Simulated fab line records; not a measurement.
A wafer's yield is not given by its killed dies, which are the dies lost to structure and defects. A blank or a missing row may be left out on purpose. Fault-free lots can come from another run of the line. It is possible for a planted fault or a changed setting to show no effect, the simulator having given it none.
Matching of chambers	flow rit_cmos	RIT_GATE_ETCH_19 on rie_si-01 has 4 sister chambers
The step etches poly-Si in SF6/CHF3/O2, stops on SiO2, time 165 s, target depth 312.5 nm. 8 wafers are shown with their chamber, then 8 later ones without.

## EACH WAFER AND ITS CHAMBER
wafer	chamber	throttle_valve_pct (%)	drypump_motor_current_A (A)
L788.1	1	10.07	5.5
L790.1	0	10.29	5.4
L794.1	0	10.29	5.4
L794.4	2	10.47	5.7
L796.1	2	10.48	5.8
L796.3	1	10.06	5.5
L796.4	3	10.18	5.6
L798.1	3	10.19	5.7

## WAFERS WHOSE CHAMBER IS MISSING
wafer	throttle_valve_pct (%)	drypump_motor_current_A (A)
L798.5	10.28	5.4
L798.6	10.07	5.5
L800.3	10.48	5.7
L800.4	10.19	5.7
L800.6	10.47	5.7
L802.1	10.19	5.6
L802.2	10.08	5.5
L802.5	10.29	5.4

## THE CHAMBER EACH PASSED THROUGH
wafer	from the rows above	in truth
L798.5	0	0
L798.6	1	1
L800.3	2	2
L800.4	3	3
L800.6	2	2
L802.1	3	3
L802.2	1	1
L802.5	0	0
Correctly placed: 8 of 8. Number that these rows cannot place: 0. 0 placed wrongly.
How it was worked out, from the rows above alone: a wafer's distance from a chamber is the root of the sum, over the readings, of the square of ((its reading less the chamber's mean) divided by the reading's scatter). If the next closest chamber is less than 2 further off than the closest, the wafer can't be placed; otherwise it belongs to the closest. Each chamber's mean is taken over the wafers shown for it. The scatter is the square root of a quotient: the sum, over the shown wafers, of each reading's squared deviation from its chamber's mean, divided by wafers minus chambers.
